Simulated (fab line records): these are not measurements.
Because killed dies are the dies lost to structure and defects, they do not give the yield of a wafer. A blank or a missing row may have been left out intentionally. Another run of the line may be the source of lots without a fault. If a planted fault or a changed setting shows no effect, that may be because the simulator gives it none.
Comparing a struck lot with a sound one | flow berkeley-cmos170 | 16 out of 331 route steps
Sound: these wafers, L152.3, L152.4, L152.5. The struck wafers were L154.1, L154.3, L154.4. Last of all comes the cause.
Each step with rows lists, per side, the tool, then ch with its chambers, then its first start. Under that, the readings that differ: sound wafers | struck wafers | difference of the means | sigmas: that difference in standard deviations of wafers without a fault.
alike: same words and numbers on both sides, and readings whose means sit less than 2 such deviations apart. not compared: any withheld reading, any reading some wafer has no value for, any bound like >300 that may hide the same value, and any number with overlapping values for which the record gives no deviation.
The two part at a step that has a row with sigmas, a row that says differs or no value, or rows on one side only. Non-overlapping numbers with no deviation appear without sigmas and do not part them. A reading missing from all wafers of one side parts the sides only when that side holds two or more wafers.

first, 1 step without rows for these wafers: UCB170_PLDD_IMPLANT_09.
UCB170_PLDD_STRIP_10: strips in O2.
  sound on plasma-asher-02 ch 0,1, day 7 22:05; struck on plasma-asher-04 ch 0,1, day 9 00:41
  alike: drypump-motor-current-A, oes-product-au, strip-time-to-endpoint-s
  not compared: rf-hours-counter-h
UCB170_PLDD_TW_MEAS_11:
  sound on film-metro-03, day 7 22:10; struck on film-metro-01, day 9 00:47
  alike: PLDD_TW
then, 7 steps without rows for these wafers: UCB170_PLDD_CLEAN_12 (cleans in SPM, time 600 s); UCB170_NLDD_HMDS_00 (prime time 60 s); UCB170_NLDD_COAT_01 (resist thk 900 nm); UCB170_NLDD_SOFTBAKE_02 (time 60 s); UCB170_NLDD_EXPOSE_03 (exposes mask NSELECT, target cd 1200 nm); UCB170_NLDD_PEB_04; UCB170_NLDD_DEVELOP_05 (develop time 45 s).
UCB170_NLDD_CD_MEAS_06: the cd target is 1200 nm.
  sound on cd-sem-02, day 8 00:19; struck on cd-sem-02, day 9 03:14
  alike: cd-nm
UCB170_NLDD_OVL_MEAS_07:
  sound on overlay-02, day 8 00:25; struck on overlay-01, day 9 03:21
  alike: NLDD_OVL
UCB170_NLDD_IMPLANT_08:
  sound on implanter-04 ch 0, day 8 00:29; struck on implanter-02 ch 0, day 9 03:23
  reading                   | sound             | struck            | difference | sigmas
  implant-ion-amu           | 75 75 75          | 49 49 49          | -26        |
  model.implant.drp-nm (nm) | 9.611 9.611 9.611 | 12.97 12.97 12.97 | +3.36      |
  model.implant.rp-nm (nm)  | 20.73 20.73 20.73 | 23.1 23.1 23.1    | +2.4       |
  alike: end-station-pressure-torr, faraday-current-uA
next, for these wafers, 1 step has no rows: UCB170_NLDD_IMPLANT_09.
UCB170_NLDD_STRIP_10: strips in O2.
  sound on plasma-asher-03 ch 0,1, day 8 00:46; struck on plasma-asher-01 ch 0,1, day 9 03:41
  alike: drypump-motor-current-A, oes-product-au, strip-time-to-endpoint-s
  not compared: rf-hours-counter-h
UCB170_NLDD_TW_MEAS_11:
  sound on film-metro-01, day 8 00:52; struck on film-metro-04, day 9 04:06
  reading | sound          | struck         | difference | sigmas
  NLDD_TW | 2201 2206 2188 | 1899 1895 1894 | -302       | -17
  not compared: hold

== WHERE THEY PART ==
At UCB170_NLDD_TW_MEAS_11 and nowhere else, as far as this record goes.

WHY: whatever the simulator had introduced
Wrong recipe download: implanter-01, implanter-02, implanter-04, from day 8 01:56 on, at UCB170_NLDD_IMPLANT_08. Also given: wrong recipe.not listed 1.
